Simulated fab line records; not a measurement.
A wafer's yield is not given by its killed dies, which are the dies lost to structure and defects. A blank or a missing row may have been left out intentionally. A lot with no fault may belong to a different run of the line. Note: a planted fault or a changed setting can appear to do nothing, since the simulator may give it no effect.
Which tool was responsible? | flow berkeley-cmos170 | 7 lots with 21 wafers sampled at 3 steps, on a route of 331 steps

WHAT EACH GAUGE READ, for each wafer
UCB170_SPACER_THK_MEAS_01.
lot  | measured     | on            | SPACER_TEOS_THK (nm)
L767 | day 7 07:53  | film-metro-04 | 372 380 382
L770 | day 8 14:07  | film-metro-04 | 369 370 379
L775 | day 9 14:40  | film-metro-02 | 368 370 379
L776 | day 10 00:12 | film-metro-03 | 373 369 380
L778 | day 10 01:33 | film-metro-04 | 378 373 378
L783 | day 11 09:04 | film-metro-04 | 373 374 377
L788 | day 12 06:41 | film-metro-04 | 399 397 404

EACH LOT AND THE TOOL THAT RAN IT (in order: tool; ch and the chambers of the sampled wafers; start)
lot  | UCB170_NVT_STRIP_08                  | UCB170_SPACER_CVD_00
L767 | plasma-asher-04 ch 0,1, day 6 07:56  | pecvd-04 ch 0,1,2, day 7 07:49
L770 | plasma-asher-04 ch 0,1, day 7 09:27  | pecvd-03 ch 0,2, day 8 14:04
L775 | plasma-asher-01 ch 0,1, day 8 15:49  | pecvd-04 ch 0,2, day 9 14:37
L776 | plasma-asher-04 ch 0,1, day 8 23:08  | pecvd-04 ch 0,1, day 10 00:10
L778 | plasma-asher-02 ch 0,1, day 9 08:02  | pecvd-03 ch 0,1, day 10 01:28
L783 | plasma-asher-01 ch 0,1, day 10 09:20 | pecvd-04 ch 0,1,2, day 11 09:02
L788 | plasma-asher-01 ch 0,1, day 11 05:53 | pecvd-02 ch 1,2, day 12 06:38
- UCB170_NVT_STRIP_08: strips in O2.
- UCB170_SPACER_CVD_00: deposits SiO2 from TEOS/O2, target thk 376 nm, time 47 s.

THE ANSWER, worked out from the rows above alone
Rule: usual is defined by the lots themselves. The widest of any qualifying gaps counts: lots, ordered by their means at a reading, are off when they make up no more than a third of the lots, leave a main group of 4 or more, and stand apart from it by 3 or more times the standard deviation of that group's means. A main group is skipped when, at the precision printed for the reading in the tables above, its means are all equal. Also off: a lot with no number at a reading for which 4 or more lots have one. The other lots that the step has rows for count as sound.
Off: L788, seen at UCB170_SPACER_THK_MEAS_01 (SPACER_TEOS_THK). Main group: mean 375 nm, sd 2.
If a tool, at a process step before that reading, ran all the lots that are off and no sound lot after the first of them, it fits. The gauges at UCB170_SPACER_THK_MEAS_01 are tried like those tools. Can't be told from this: 3 tools fit, plasma-asher-01 at UCB170_NVT_STRIP_08, pecvd-02 at UCB170_SPACER_CVD_00, film-metro-04 at UCB170_SPACER_THK_MEAS_01.

WHAT THE SIMULATOR HAD PUT IN
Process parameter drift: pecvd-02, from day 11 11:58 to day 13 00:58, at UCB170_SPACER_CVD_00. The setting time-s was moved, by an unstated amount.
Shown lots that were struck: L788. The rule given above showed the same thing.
